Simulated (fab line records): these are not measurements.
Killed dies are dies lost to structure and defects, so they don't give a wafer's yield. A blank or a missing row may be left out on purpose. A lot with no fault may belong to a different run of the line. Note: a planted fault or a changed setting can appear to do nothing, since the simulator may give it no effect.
Chamber matching	flow berkeley_cmos170	4 sister chambers for UCB170_V2_CMP_02 on cmp-02
The step polishes SiO2. 14 wafers are shown with their chamber, then 7 later ones without.

== WAFERS, EACH WITH ITS CHAMBER ==
wafer	chamber	motor_current_A (A)	retaining_ring_pressure_frac
L564.2	0	13.9	0.995
L564.4	2	18.8	0.994
L564.5	2	16.7	1.005
L565.1	2	17.2	0.994
L565.4	1	18.3	0.992
L565.6	0	14.8	0.998
L567.1	3	13.5	1.001
L567.3	1	18.1	0.991
L567.5	3	14.6	0.996
L569.3	3	14.7	1.000
L569.4	0	14.2	0.991
L569.6	1	18.9	1.002
L570.2	0	14.4	0.998
L570.4	3	14.3	0.995

SIGNATURES, as means of the wafers listed above
reading	chamber 0	chamber 1	chamber 2	chamber 3	scatter within a chamber
motor_current_A	14.325	18.433	17.567	14.275	0.638
retaining_ring_pressure_frac	0.99550	0.99500	0.99767	0.99800	0.00462
Rule: for each reading, subtract the chamber's mean from the wafer's reading, divide by that reading's scatter and square the result; add these up over the readings and take the root, which gives the wafer's distance from the chamber. The wafer belongs to the nearest chamber; if the next one is less than 2 further off, it can't be placed. How the scatter is found: for the shown wafers, subtract from each reading the mean of its chamber, square and add these, divide the total by (wafers less chambers), then take the root.

== WAFERS WITHOUT THEIR CHAMBER ==
wafer	motor_current_A (A)	retaining_ring_pressure_frac
L570.6	14.8	0.999
L568.2	14.0	0.994
L568.4	16.3	1.005
L568.6	18.0	1.001
L572.3	14.2	0.993
L572.5	17.3	0.997
L572.6	15.0	1.001

== EACH ONE'S CHAMBER ==
wafer	from the rows above	in truth
L570.6	can't be placed: 3 or 0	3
L568.2	can't be placed: 0 or 3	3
L568.4	can't be placed: 2 or 3 or 0 or 1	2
L568.6	can't be placed: 2 or 1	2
L572.3	can't be placed: 0 or 3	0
L572.5	can't be placed: 2 or 1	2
L572.6	can't be placed: 3 or 0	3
Placed correctly: 0 of 7. Cannot be placed on the basis of these rows: 7; the candidates contain the true chamber in 7. Wrongly placed: 0.
